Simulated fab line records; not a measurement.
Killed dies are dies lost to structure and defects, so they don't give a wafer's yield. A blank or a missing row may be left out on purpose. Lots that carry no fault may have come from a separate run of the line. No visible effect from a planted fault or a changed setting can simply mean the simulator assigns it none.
Which tool is to blame? -- flow rit_cmos -- 14 lots with 42 wafers sampled at 5 steps, on a route of 202 steps

## WHAT THE GAUGES READ, wafer by wafer
RIT_ACTIVE_CD_MEAS_11 targets a cd of 1400 nm. Usual: 1399.4 nm for cd_nm, sd 2.5.
lot,measured,on,cd_nm (nm),flag
L459,day 1 20:33,cd_sem-02,1402.5 1404.5 1403.9,
L460,day 2 02:35,cd_sem-01,1400.5 1398.2 1400.5,
L461,day 2 05:28,cd_sem-01,1395.4 1395.6 1395.7,
L463,day 2 21:46,cd_sem-02,1401.3 1398.7 1400.3,
L465,day 3 01:55,cd_sem-02,1399.9 1400.6 1400.5,
L466,day 3 07:30,cd_sem-02,1402.5 1401.7 1400.2,
L469,day 3 21:54,cd_sem-01,1399.1 1400.2 1399.6,
L470,day 4 02:51,cd_sem-02,1396.2 1399.3 1398.7,
L474,day 5 01:41,cd_sem-02,1399.4 1400.4 1398.8,
L476,day 5 08:34,cd_sem-02,1400.8 1403.7 1403.6,
L477,day 5 13:29,cd_sem-02,1397.2 1395.7 1396.7,
L479,day 5 23:34,cd_sem-01,1398.9 1401.1 1399.6,
L480,day 6 04:26,cd_sem-01,1401.5 1400.9 1398.1,
L481,day 6 11:43,cd_sem-02,1395.4 1394.6 1395.4,

RIT_PWELL_TW_MEAS_10. Usual: for PWELL_TW the level is 946 and the standard deviation is 3.8.
lot,measured,on,PWELL_TW,flag
L459,day 2 06:58,film_metro-02,948 943 947,
L460,day 2 10:28,film_metro-03,942 943 938,
L461,day 2 21:56,film_metro-03,943 946 939,
L463,day 3 06:33,film_metro-02,944 949 951,
L465,day 3 11:52,film_metro-03,948 950 951,
L466,day 3 20:23,film_metro-02,945 943 943,
L469,day 4 07:29,film_metro-02,948 954 949,
L470,day 4 14:19,film_metro-01,945 949 947,
L474,day 5 09:48,film_metro-01,947 947 948,
L476,day 5 17:21,film_metro-02,951 951 946,
L477,day 6 00:10,film_metro-01,951 949 948,
L479,day 6 12:17,film_metro-01,949 951 950,
L480,day 6 16:38,film_metro-02,950 953 950,
L481,day 6 22:42,film_metro-01,948 946 949,

RIT_WELLDRIVE_RS_MEAS_01: measurement is done with a four-point probe. Usual: for NWELL_RS the level is 275.3 ohm/sq and the standard deviation is 0.77.
lot,measured,on,NWELL_RS (ohm/sq),flag
L459,day 2 15:25,film_metro-01,275.9 277.3 276.7,
L460,day 2 16:32,film_metro-02,276.6 276.3 275.7,
L461,day 3 03:05,film_metro-02,277.2 277.0 276.5,
L463,day 3 11:43,film_metro-02,274.4 275.2 275.3,
L465,day 3 17:01,film_metro-01,274.2 273.4 274.5,
L466,day 4 01:33,film_metro-02,275.4 276.2 275.4,
L469,day 4 12:59,film_metro-01,275.7 275.2 274.8,
L470,day 4 20:10,film_metro-02,275.2 276.2 276.1,
L474,day 5 15:55,film_metro-02,275.6 275.4 275.5,
L476,day 5 23:11,film_metro-02,275.8 276.5 276.0,
L477,day 6 07:05,film_metro-03,275.0 274.7 275.1,
L479,day 6 17:37,film_metro-03,274.3 274.8 273.8,
L480,day 7 00:37,film_metro-01,275.6 274.4 274.7,
L481,day 7 07:04,film_metro-02,274.9 275.9 276.0,

RIT_GATE_THK_MEAS_07. Usual: for GATE_OXIDE_THK the level is 3.01 nm and the standard deviation is 0.055.
lot,measured,on,GATE_OXIDE_THK (nm),flag
L459,day 2 21:37,film_metro-03,2.96 2.97 2.99,
L460,day 2 21:52,film_metro-02,3.08 3.03 2.97,
L461,day 3 11:56,film_metro-04,2.92 2.93 2.98,
L463,day 3 18:54,film_metro-04,3.00 2.98 3.00,
L465,day 3 22:28,film_metro-04,2.99 3.03 2.98,
L466,day 4 09:59,film_metro-03,3.05 3.02 3.06,
L469,day 4 20:23,film_metro-03,2.99 3.07 2.95,
L470,day 5 02:48,film_metro-03,3.03 2.95 3.06,
L474,day 5 21:26,film_metro-04,2.98 2.98 2.96,
L476,day 6 10:05,film_metro-04,3.42 3.42 3.48,OFF
L477,day 6 14:31,film_metro-02,3.41 3.47 3.43,OFF
L479,day 7 06:02,film_metro-02,3.05 2.97 3.11,
L480,day 7 13:25,film_metro-04,3.06 3.05 3.06,
L481,day 7 18:00,film_metro-04,2.92 2.95 2.97,

## EACH LOT AND THE TOOL THAT RAN IT (in order: tool; ch and the chambers of the sampled wafers; start)
lot,RIT_GATE_OXIDATION_05
L459,"furnace-04 ch 0, day 2 19:35"
L460,"furnace-01 ch 0, day 2 20:31"
L461,"furnace-03 ch 0, day 3 09:38"
L463,"furnace-04 ch 0, day 3 16:14"
L465,"furnace-04 ch 0, day 3 20:53"
L466,"furnace-03 ch 0, day 4 07:25"
L469,"furnace-03 ch 0, day 4 17:51"
L470,"furnace-01 ch 0, day 5 01:28"
L474,"furnace-01 ch 0, day 5 20:06"
L476,"furnace-01 ch 0, day 6 04:54"
L477,"furnace-01 ch 0, day 6 12:03"
L479,"furnace-04 ch 0, day 7 00:52"
L480,"furnace-04 ch 0, day 7 07:02"
L481,"furnace-03 ch 0, day 7 13:25"
- RIT_GATE_OXIDATION_05: target thk 3 nm, ox time 270 s.

## AS READ BY THE TOOLS THEMSELVES (means over the sampled wafers that have a number; for cases with no such wafer, the mark the record gives instead)
RIT_GATE_OXIDATION_05. Usual: 902.3 for tube_center_temp_C_max, sd 0.35.
lot,tool,tube_center_temp_C_max,flag
L459,furnace-04,902.4,
L460,furnace-01,902.5,
L461,furnace-03,902.5,
L463,furnace-04,902.4,
L465,furnace-04,902.3,
L466,furnace-03,902.1,
L469,furnace-03,902.0,
L470,furnace-01,902.2,
L474,furnace-01,902.5,
L476,furnace-01,902.3,
L477,furnace-01,902.4,
L479,furnace-04,902.2,
L480,furnace-04,902.3,
L481,furnace-03,902.4,

## THE ANSWER, worked out from the rows above alone
Rule: take the mean of a lot's wafers that have a number; if it is more than 3 standard deviations from the usual mean, the lot is off. A lot without any number at a reading at which 4 lots or more have one is off too. All remaining lots with rows at the step are treated as sound. Order of review: gauges by route order, followed by the tools' own readings, for which a lot's mean as printed above is used. The first step at which some lot is off is used, and at that step the reading that is off furthest; a lot without a number counts as furthest.
Off: L476, L477, seen at RIT_GATE_THK_MEAS_07 (GATE_OXIDE_THK).
If a tool, at a process step before that reading, ran all the lots that are off and no sound lot after the first of them, it fits. Those tools and the gauges at RIT_GATE_THK_MEAS_07 are tried in the same way. One fits: RIT_GATE_OXIDATION_05 on furnace-01. A fault onset in the window from L474 (day 5 20:06, its last sound lot) to L476 (day 6 04:54, its first lot off) fits.

## WHAT WAS PUT IN BY THE SIMULATOR
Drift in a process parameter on furnace-01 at RIT_GATE_OXIDATION_05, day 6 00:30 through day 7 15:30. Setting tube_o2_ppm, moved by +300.
Struck lots among those shown: L476, L477. This agrees with what the rule above found.
